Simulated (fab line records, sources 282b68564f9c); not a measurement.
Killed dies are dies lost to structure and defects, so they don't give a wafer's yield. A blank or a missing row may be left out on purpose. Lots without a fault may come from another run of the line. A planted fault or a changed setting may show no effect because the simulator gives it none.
fab line records | flow rit_cmos
record lots=13 wafers=39 last_day=7
route steps=202 shown M1@184
lots that met no fault: from a run of the same line without faults
start_h: hours from the record's first day to the start of the lot's first wafer shown | wait_h: hours since the lot's step before | " the same as in the row above | L1.1+2: a row that stands for several wafers | - no value, or no start given | * or withheld: withheld | < > ~ a bound
route shown NAME@n: a module of which the file shows steps, and the number in the route of the first | usual: mean/standard deviation of fault-free wafers | same: alike in all rows | chamber/n: place in a boat | sites: the reading at each site | _std_site: their standard deviation | _edge_site: outer sites' mean less inner sites' | radius_mm: how far each site lies from the wafer's centre | mask NAME#n: copy n | behind: the tool/chamber that last shaped the wafer | hold: why the lot was held/for how many hours/how that ended | device: the transistor (n, p or np) that didn't switch | end of line: the same wafers' tests at the end of the route | a step without rows: its recipe alone | killed: dies lost to structure and defects at the first sort, not the wafer's yield | map: a wafer's dies, x killed, . not, _ none there
set.NAME: the setting as run; set.NAME@STEP: as run at that earlier step | model.NAME: the simulator's own value behind a step, which no gauge read
steps of the route over a sample of lots; a table a step, a row a wafer
services: from which hour (start_h, from the record's first day; less than 0 if before it) a tool's chamber was out of use, for how many hours, and why
## steps
# step RIT_M1_SPUTTER_00
# recipe material=Al target_thk_nm=400 power_w=2000 chamber_pressure_pa=0.4 gas=Ar time_s=500 substrate_temp_c=25
# usual throttle_valve_pct=29.5/0.87
# columns lot.wafer tool chamber start_h wait_h throttle_valve_pct
L911.2 pvd_sputter-04 - 54.80 0.0 28.9
L911.4 " - " " 29.8
L911.5 " - " " 29.0
L912.1 pvd_sputter-02 - 58.90 0.0 29.3
L912.4 " - " " 29.1
L912.6 " - " " 29.3
L913.1 pvd_sputter-04 - 70.13 0.0 27.6
L913.3 " - " " 29.8
L913.5 " - " " 27.6
L914.2 pvd_sputter-02 - 73.31 0.0 29.7
L914.3 " - " " 29.4
L914.6 " - " " 29.7
L915.4 pvd_sputter-03 - 81.10 0.0 30.0
L915.5 " - " " 29.0
L915.6 " - " " 30.0
L916.1 pvd_sputter-02 - 81.34 0.0 30.0
L916.2 " - " " 29.6
L916.6 " - " " 29.6
L920.2 pvd_sputter-02 - 104.02 0.0 29.6
L920.3 " - " " 29.6
L920.5 " - " " 29.2
L922.1 pvd_sputter-02 - 114.93 0.0 29.2
L922.3 " - " " 29.7
L922.5 " - " " 29.9
L926.1 pvd_sputter-03 - 129.05 0.0 30.2
L926.2 " - " " 29.7
L926.5 " - " " 30.5
L928.2 pvd_sputter-03 - 140.95 0.0 29.9
L928.4 " - " " 30.0
L928.5 " - " " 29.7
L930.2 pvd_sputter-04 - 152.38 0.0 30.1
L930.3 " - " " 27.4
L930.4 " - " " 30.2
L932.2 pvd_sputter-04 - 165.56 0.0 28.7
L932.5 " - " " 30.0
L932.6 " - " " 30.0
L934.2 pvd_sputter-04 - 172.21 0.0 29.9
L934.3 " - " " 27.6
L934.4 " - " " 29.0
# step RIT_M1_RS_MEAS_01
# recipe thk_meas_gauge=four-point-probe reads=Al_of_M1_SPUTTER_00
# usual M1_AL_RS=0.0733/0.00083
# columns lot.wafer tool chamber start_h wait_h M1_AL_RS[ohm/sq]
L911.2 film_metro-04 - 55.11 0.2 0.0718
L911.4 " - " " 0.0728
L911.5 " - " " 0.0721
L912.1 film_metro-03 - 59.19 0.1 0.0730
L912.4 " - " " 0.0724
L912.6 " - " " 0.0731
L913.1 film_metro-02 - 70.45 0.2 0.0729
L913.3 " - " " 0.0728
L913.5 " - " " 0.0732
L914.2 film_metro-03 - 73.62 0.2 0.0729
L914.3 " - " " 0.0723
L914.6 " - " " 0.0724
L915.4 film_metro-03 - 81.46 0.2 0.0722
L915.5 " - " " 0.0725
L915.6 " - " " 0.0720
L916.1 film_metro-04 - 81.64 0.1 0.0734
L916.2 " - " " 0.0724
L916.6 " - " " 0.0736
L920.2 film_metro-04 - 104.34 0.2 0.0822
L920.3 " - " " 0.0736
L920.5 " - " " 0.0735
L922.1 film_metro-02 - 115.22 0.1 0.0717
L922.3 " - " " 0.0721
L922.5 " - " " 0.0796
L926.1 film_metro-02 - 129.35 0.1 0.0725
L926.2 " - " " 0.0721
L926.5 " - " " 0.0724
L928.2 film_metro-02 - 141.26 0.2 0.0732
L928.4 " - " " 0.0746
L928.5 " - " " 0.0731
L930.2 film_metro-04 - 152.70 0.2 0.0733
L930.3 " - " " 0.0735
L930.4 " - " " 0.0733
L932.2 film_metro-02 - 165.88 0.2 0.0734
L932.5 " - " " 0.0756
L932.6 " - " " 0.0741
L934.2 film_metro-03 - 172.52 0.2 0.0738
L934.3 " - " " 0.0737
L934.4 " - " " 0.0725
# step RIT_M1_THK_MEAS_02
# recipe thk_meas_gauge=xrf reads=Al_of_M1_SPUTTER_00
# usual M1_AL_THK=398/4.5
# columns lot.wafer tool chamber start_h wait_h M1_AL_THK[nm]
L911.2 film_metro-04 - 55.22 0.1 405
L911.4 " - " " 400
L911.5 " - " " 405
L912.1 film_metro-03 - 59.31 0.1 398
L912.4 " - " " 401
L912.6 " - " " 397
L913.1 film_metro-02 - 70.57 0.1 404
L913.3 " - " " 402
L913.5 " - " " 398
L914.2 film_metro-03 - 73.73 0.1 397
L914.3 " - " " 396
L914.6 " - " " 398
L915.4 film_metro-03 - 81.55 0.1 398
L915.5 " - " " 396
L915.6 " - " " 401
L916.1 film_metro-04 - 81.76 0.1 399
L916.2 " - " " 406
L916.6 " - " " 399
L920.2 film_metro-04 - 104.45 0.1 356
L920.3 " - " " 395
L920.5 " - " " 395
L922.1 film_metro-02 - 115.34 0.1 411
L922.3 " - " " 406
L922.5 " - " " 370
L926.1 film_metro-02 - 129.47 0.1 401
L926.2 " - " " 402
L926.5 " - " " 403
L928.2 film_metro-02 - 141.37 0.1 398
L928.4 " - " " 390
L928.5 " - " " 398
L930.2 film_metro-04 - 152.81 0.1 396
L930.3 " - " " 394
L930.4 " - " " 395
L932.2 film_metro-02 - 165.99 0.1 399
L932.5 " - " " 390
L932.6 " - " " 396
L934.2 film_metro-03 - 172.63 0.1 392
L934.3 " - " " 393
L934.4 " - " " 401
# step RIT_M1_METAL_ETCH_12
# recipe stop_on=SiO2 chemistry=Cl2/BCl3 target=Al time_s=165 over_etch_frac=0.5 pressure_mtorr=100 target_depth_a=6000 rf_w=250 Cl2_flow_sccm=60 bcl3_flow_sccm=50
# usual drypump_motor_current_A=5.91/0.3 oes_product_au=0.778/0.0078 throttle_valve_pct=8.29/0.098
# columns lot.wafer tool chamber start_h wait_h drypump_motor_current_A oes_product_au rf_hours_counter_h throttle_valve_pct
L911.2 rie_metal-04 1 56.68 0.2 5.54 0.777 2 8.28
L911.4 " 0 " " 5.76 0.775 - 8.39
L911.5 " 0 " " 5.75 0.791 - 8.41
L912.1 rie_metal-03 0 60.78 0.2 6.11 0.772 36 8.31
L912.4 " 0 " " 6.11 0.793 - 8.31
L912.6 " 1 " " 6.15 0.775 - 8.33
L913.1 rie_metal-01 0 71.91 0.2 6.33 0.786 4 8.08
L913.3 " 1 " " 5.73 0.786 - 8.34
L913.5 " 1 " " 5.73 0.781 - 8.33
L914.2 rie_metal-04 0 75.30 0.2 5.76 0.772 3 8.40
L914.3 " 0 " " 5.74 0.781 - 8.39
L914.6 " 1 " " 5.56 0.778 - 8.31
L915.4 rie_metal-03 0 83.05 0.1 6.12 0.780 - 8.33
L915.5 " 0 " " 6.10 0.791 - 8.31
L915.6 " 1 " " 6.13 0.787 - 8.34
L916.1 rie_metal-01 1 83.47 0.2 5.72 0.778 4 8.32
L916.2 " 0 " " 6.33 0.796 4 8.10
L916.6 " 0 " " 6.35 0.785 - 8.09
L920.2 rie_metal-04 1 105.96 0.2 5.51 0.728 3 8.32
L920.3 " 0 " " 5.74 0.778 - 8.41
L920.5 " 0 " " 5.75 0.783 - 8.42
L922.1 rie_metal-03 0 116.69 0.2 6.14 0.789 36 8.32
L922.3 " 0 " " 6.11 0.791 - 8.30
L922.5 " 0 " " 6.11 0.751 - 8.31
L926.1 rie_metal-04 1 130.94 0.2 5.50 0.775 3 8.31
L926.2 " 1 " " 5.52 0.783 - 8.32
L926.5 " 1 " " 5.50 0.772 - 8.30
L928.2 rie_metal-04 1 142.95 0.2 5.50 0.772 3 8.29
L928.4 " 0 " " 5.76 0.773 - 8.41
L928.5 " 1 " " 5.49 0.773 - 8.30
L930.2 rie_metal-04 1 154.33 0.2 5.51 0.781 3 8.31
L930.3 " 0 " " 5.76 0.772 - 8.41
L930.4 " 1 " " 5.49 0.769 - 8.30
L932.2 rie_metal-01 0 167.52 0.2 6.34 0.787 5 8.08
L932.5 " 0 " " 6.34 0.774 - 8.09
L932.6 " 1 " " 5.74 0.777 - 8.33
L934.2 rie_metal-03 1 173.97 0.2 6.13 0.776 0 8.34
L934.3 " 1 " " 6.16 0.772 - 8.35
L934.4 " 0 " " 6.10 0.772 - 8.30
# step RIT_M1_PROBE_99
# usual defect_limited_yield=97.4/1.2 killed_at_contacts=0.0/0.22 killed_at_front_end=7/3.1 killed_dies=7/3.1 killed_open=3.5/2 killed_short=3.3/2 sort_bin_3_pad_short=0.1/0.19 sort_bin_5_function=1.5/0.87 sort_bin_6_memory=0.9/0.59 sort_n_pass=257/3.1 sort_yield_pct=97.4/1.2
# same gross_dies=264 killed_at_M0_to_M3=0 killed_at_M4_up=0 killed_at_back_side=0 killed_at_other=0
# columns lot.wafer tool chamber start_h wait_h defect_limited_yield[%] killed_at_contacts killed_at_front_end killed_dies killed_open killed_short sort_bin_3_pad_short[%] sort_bin_5_function[%] sort_bin_6_memory[%] sort_n_pass sort_yield_pct[%]
L911.2 prober-02 - 60.72 0.1 94.7 0 14 14 9 5 0 2.7 2.7 250 94.7
L911.4 prober-02 - 60.82 0.2 98.1 0 5 5 2 3 0 0.8 1.1 259 98.1
L911.5 prober-02 - 60.87 0.2 97.7 0 6 6 4 2 0 1.1 1.1 258 97.7
L912.1 prober-01 - 63.36 0.1 96.6 0 9 9 4 5 0.4 2.3 0.8 255 96.6
L912.4 prober-01 - 63.51 0.2 98.1 0 5 5 3 2 0 1.5 0.4 259 98.1
L912.6 prober-01 - 63.61 0.2 97.0 0 8 8 6 2 0.4 2.3 0.4 256 97.0
L913.1 prober-02 - 74.34 0.1 97.7 0 6 6 2 4 0.4 1.5 0.4 258 97.7
L913.3 prober-02 - 74.44 0.2 98.1 0 5 5 2 3 0 1.1 0.8 259 98.1
L913.5 prober-02 - 74.54 0.2 98.1 0 5 5 3 2 0 1.1 0.8 259 98.1
L914.2 prober-01 - 77.62 0.1 98.1 0 5 5 4 1 0.4 1.5 0 259 98.1
L914.3 prober-01 - 77.67 0.2 98.9 0 3 3 2 1 0 0.8 0.4 261 98.9
L914.6 prober-01 - 77.82 0.2 97.0 0 8 8 4 4 0 1.9 1.1 256 97.0
L915.4 prober-02 - 85.40 0.2 98.1 0 5 5 3 2 0.4 1.1 0.4 259 98.1
L915.5 prober-02 - 85.45 0.2 98.1 0 5 5 5 0 0 1.1 0.8 259 98.1
L915.6 prober-02 - 85.50 0.2 99.2 0 2 2 2 0 0 0.4 0.4 262 99.2
L916.1 prober-01 - 86.39 0.1 98.1 1 4 5 2 3 0 0.4 1.5 259 98.1
L916.2 prober-01 - 86.44 0.1 97.0 1 7 8 4 4 0.4 1.9 0.8 256 97.0
L916.6 prober-01 - 86.64 0.2 99.6 1 0 1 1 0 0 0 0.4 263 99.6
L920.2 prober-01 - 108.26 0.1 95.8 0 11 11 7 4 0.4 3.0 0.8 253 95.8
L920.3 prober-01 - 108.31 0.2 96.6 0 9 9 7 2 0 2.3 1.1 255 96.6
L920.5 prober-01 - 108.41 0.2 98.5 0 4 4 3 1 0 1.1 0.4 260 98.5
L922.1 prober-01 - 118.94 0.1 98.1 0 5 5 1 4 0 1.5 0.4 259 98.1
L922.3 prober-01 - 119.04 0.2 96.2 0 10 10 3 7 0 2.3 1.5 254 96.2
L922.5 prober-01 - 119.14 0.2 98.5 0 4 4 2 2 0 0.8 0.8 260 98.5
L926.1 prober-01 - 133.35 0.1 97.3 0 7 7 5 2 0 1.5 1.1 257 97.3
L926.2 prober-01 - 133.40 0.1 97.3 0 7 7 6 1 0 2.3 0.4 257 97.3
L926.5 prober-01 - 133.55 0.2 97.7 0 6 6 3 3 0.4 1.1 0.8 258 97.7
L928.2 prober-01 - 146.04 0.1 96.2 0 10 10 7 3 0.4 2.7 0.8 254 96.2
L928.4 prober-01 - 146.14 0.2 98.9 0 3 3 2 1 0 0.4 0.8 261 98.9
L928.5 prober-01 - 146.19 0.2 97.3 0 7 7 3 4 0 2.3 0.4 257 97.3
L930.2 prober-01 - 156.64 0.1 98.1 0 5 5 2 3 0 1.1 0.8 259 98.1
L930.3 prober-01 - 156.69 0.2 98.1 0 5 5 1 4 0 1.1 0.8 259 98.1
L930.4 prober-01 - 156.74 0.2 97.3 0 7 7 3 4 0 1.5 1.1 257 97.3
L932.2 prober-01 - 169.82 0.1 98.1 0 5 5 1 4 0 0.8 1.1 259 98.1
L932.5 prober-01 - 169.97 0.2 98.9 0 3 3 1 2 0.4 0.8 0 261 98.9
L932.6 prober-01 - 170.02 0.2 99.6 0 1 1 0 1 0.4 0 0 263 99.6
L934.2 prober-01 - 176.27 0.1 97.3 0 7 7 2 5 0.4 2.3 0 257 97.3
L934.3 prober-01 - 176.32 0.2 95.1 0 13 13 9 4 0 3.8 1.1 251 95.1
L934.4 prober-01 - 176.37 0.2 98.1 0 5 5 3 2 0 1.1 0.8 259 98.1
# killed by level:class
L911.2 FOX1:geometric_particle:short=3 FOX1:geometric_particle:open=2 GATE:geometric_particle:open=2 SILICIDE:geometric_particle:open=2 FOX2:geometric_particle:open=1 REOX:geometric_particle:open=1 REOX:geometric_particle:short=1 SPACER:geometric_particle:open=1
L911.4 FOX1:geometric_particle:open=1 GATE:geometric_particle:short=1 REOX:geometric_particle:short=1 SPACER:geometric_particle:open=1 SILICIDE:geometric_particle:short=1
L911.5 FOX2:geometric_particle:open=2 FOX1:geometric_particle:open=1 GATE:geometric_particle:short=1 REOX:geometric_particle:open=1 REOX:geometric_particle:short=1
L912.1 FOX2:geometric_particle:short=2 GATE:geometric_particle:short=2 GATE:geometric_particle:open=2 FOX1:geometric_particle:open=1 SPACER:geometric_particle:short=1 SPACER:geometric_particle:open=1
L912.4 SPACER:geometric_particle:open=2 FOX1:geometric_particle:short=1 GATE:geometric_particle:short=1 GATE:geometric_particle:open=1
L912.6 GATE:geometric_particle:open=3 SPACER:geometric_particle:open=2 FOX2:geometric_particle:open=1 GATE:geometric_particle:short=1 SPACER:geometric_particle:short=1
L913.1 SPACER:geometric_particle:open=2 FOX1:geometric_particle:short=1 FOX2:geometric_particle:short=1 GATE:geometric_particle:short=1 SPACER:geometric_particle:short=1
L913.3 GATE:geometric_particle:short=3 GATE:geometric_particle:open=1 REOX:geometric_particle:open=1
L913.5 GATE:geometric_particle:open=2 REOX:geometric_particle:open=1 REOX:geometric_particle:short=1 SPACER:geometric_particle:short=1
L914.2 GATE:geometric_particle:open=2 FOX1:geometric_particle:open=1 GATE:geometric_particle:short=1 SPACER:geometric_particle:open=1
L914.3 FOX2:geometric_particle:open=1 GATE:geometric_particle:open=1 GATE:geometric_particle:short=1
L914.6 FOX1:geometric_particle:short=1 FOX1:geometric_particle:open=1 FOX2:geometric_particle:short=1 FOX2:geometric_particle:open=1 GATE:geometric_particle:short=1 REOX:geometric_particle:open=1 SILICIDE:geometric_particle:short=1 SILICIDE:geometric_particle:open=1
L915.4 FOX1:geometric_particle:short=1 FOX1:geometric_particle:open=1 GATE:geometric_particle:open=1 REOX:geometric_particle:short=1 SILICIDE:geometric_particle:open=1
L915.5 GATE:geometric_particle:open=2 SPACER:geometric_particle:open=2 FOX1:geometric_particle:open=1
L915.6 GATE:geometric_particle:open=2
L916.1 FOX1:geometric_particle:short=1 GATE:geometric_particle:open=1 GATE:geometric_particle:short=1 REOX:geometric_particle:open=1 CONTACT:geometric_particle:short=1
L916.2 GATE:geometric_particle:open=2 GATE:geometric_particle:short=2 FOX2:geometric_particle:open=1 FOX2:geometric_particle:short=1 REOX:geometric_particle:short=1 CONTACT:geometric_particle:open=1
L916.6 CONTACT:geometric_particle:open=1
L920.2 GATE:geometric_particle:open=4 GATE:geometric_particle:short=3 FOX1:geometric_particle:open=2 FOX2:geometric_particle:open=1 SPACER:geometric_particle:short=1
L920.3 GATE:geometric_particle:open=5 FOX1:geometric_particle:open=1 FOX1:geometric_particle:short=1 GATE:geometric_particle:short=1 REOX:geometric_particle:open=1
L920.5 FOX2:geometric_particle:open=2 GATE:geometric_particle:open=1 SILICIDE:geometric_particle:short=1
L922.1 REOX:geometric_particle:short=2 GATE:geometric_particle:short=1 SPACER:geometric_particle:short=1 SILICIDE:geometric_particle:open=1
L922.3 GATE:geometric_particle:short=4 GATE:geometric_particle:open=2 REOX:geometric_particle:short=2 FOX1:geometric_particle:open=1 SILICIDE:geometric_particle:short=1
L922.5 FOX1:geometric_particle:short=1 FOX2:geometric_particle:open=1 GATE:geometric_particle:short=1 GATE:geometric_particle:open=1
L926.1 ACTIVE:geometric_particle:open=1 FOX1:geometric_particle:open=1 FOX2:geometric_particle:open=1 GATE:geometric_particle:short=1 REOX:geometric_particle:short=1 REOX:geometric_particle:open=1 SPACER:geometric_particle:open=1
L926.2 GATE:geometric_particle:open=3 SILICIDE:geometric_particle:open=2 FOX1:geometric_particle:open=1 SPACER:geometric_particle:short=1
L926.5 FOX2:geometric_particle:short=2 FOX2:geometric_particle:open=1 GATE:geometric_particle:open=1 GATE:geometric_particle:short=1 REOX:geometric_particle:open=1
L928.2 GATE:geometric_particle:open=4 GATE:geometric_particle:short=2 FOX2:geometric_particle:open=1 REOX:geometric_particle:open=1 SPACER:geometric_particle:open=1 SILICIDE:geometric_particle:short=1
L928.4 GATE:geometric_particle:open=2 GATE:geometric_particle:short=1
L928.5 FOX1:geometric_particle:short=2 GATE:geometric_particle:open=2 GATE:geometric_particle:short=2 REOX:geometric_particle:open=1
L930.2 GATE:geometric_particle:open=2 ACTIVE:geometric_particle:short=1 REOX:geometric_particle:short=1 SPACER:geometric_particle:short=1
L930.3 GATE:geometric_particle:short=2 REOX:geometric_particle:short=1 SILICIDE:geometric_particle:short=1 SILICIDE:geometric_particle:open=1
L930.4 GATE:geometric_particle:open=3 SILICIDE:geometric_particle:short=2 FOX2:geometric_particle:short=1 REOX:geometric_particle:short=1
L932.2 GATE:geometric_particle:short=3 GATE:geometric_particle:open=1 SPACER:geometric_particle:short=1
L932.5 GATE:geometric_particle:short=1 SPACER:geometric_particle:short=1 SPACER:geometric_particle:open=1
L932.6 FOX1:geometric_particle:short=1
L934.2 FOX1:geometric_particle:short=4 GATE:geometric_particle:short=1 REOX:geometric_particle:open=1 SPACER:geometric_particle:open=1
L934.3 GATE:geometric_particle:open=5 GATE:geometric_particle:short=3 REOX:geometric_particle:open=2 FOX1:geometric_particle:open=1 FOX1:geometric_particle:short=1 SPACER:geometric_particle:open=1
L934.4 FOX1:geometric_particle:short=2 GATE:geometric_particle:open=2 SPACER:geometric_particle:open=1
## services
# columns tool chamber start_h hours kind
rie_metal-04 - 35.21 2.5 repair
pvd_sputter-04 - 39.04 1.3 repair
pvd_sputter-04 - 58.27 0.9 repair
rie_metal-03 - 71.20 0.5 repair
pvd_sputter-03 - 72.28 2.0 repair
rie_metal-03 - 88.74 0.2 repair
rie_metal-03 - 101.69 14.6 pm
pvd_sputter-03 - 114.87 4.6 repair
rie_metal-03 - 117.65 2.8 pm
rie_metal-04 0 130.00 3.6 repair
rie_metal-03 - 136.12 20.0 pm
rie_metal-03 0 136.12 20.0 vent_cycle
rie_metal-03 1 136.12 20.0 vent_cycle
rie_metal-04 - 152.89 1.4 pm
rie_metal-03 0 156.12 - clean
rie_metal-03 1 156.12 - clean
pvd_sputter-03 - 157.99 2.9 repair
## key
first_sign step=RIT_M1_RS_MEAS_01 reading=M1_AL_RS direction=up sigmas=9.1 usual=0.0733 struck=0.0809
effect step=RIT_M1_THK_MEAS_02 reading=M1_AL_THK direction=down sigmas=7.8 usual=398 struck=363
effect step=RIT_M1_METAL_ETCH_12 reading=oes_product_au direction=down sigmas=4.8 usual=0.778 struck=0.740
met_at RIT_M1_SPUTTER_00
struck_lots L920,L922
struck_wafers L920.2,L922.5
onset_between 81.34 104.02
fault kind=process_parameter_drift tool=pvd_sputter-02 chamber=- onset_h=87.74 steps=RIT_M1_SPUTTER_00 channel=target_thk_nm offset=-32.945 shape=step end_h=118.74 stated=400 scope=struck_wafers_only
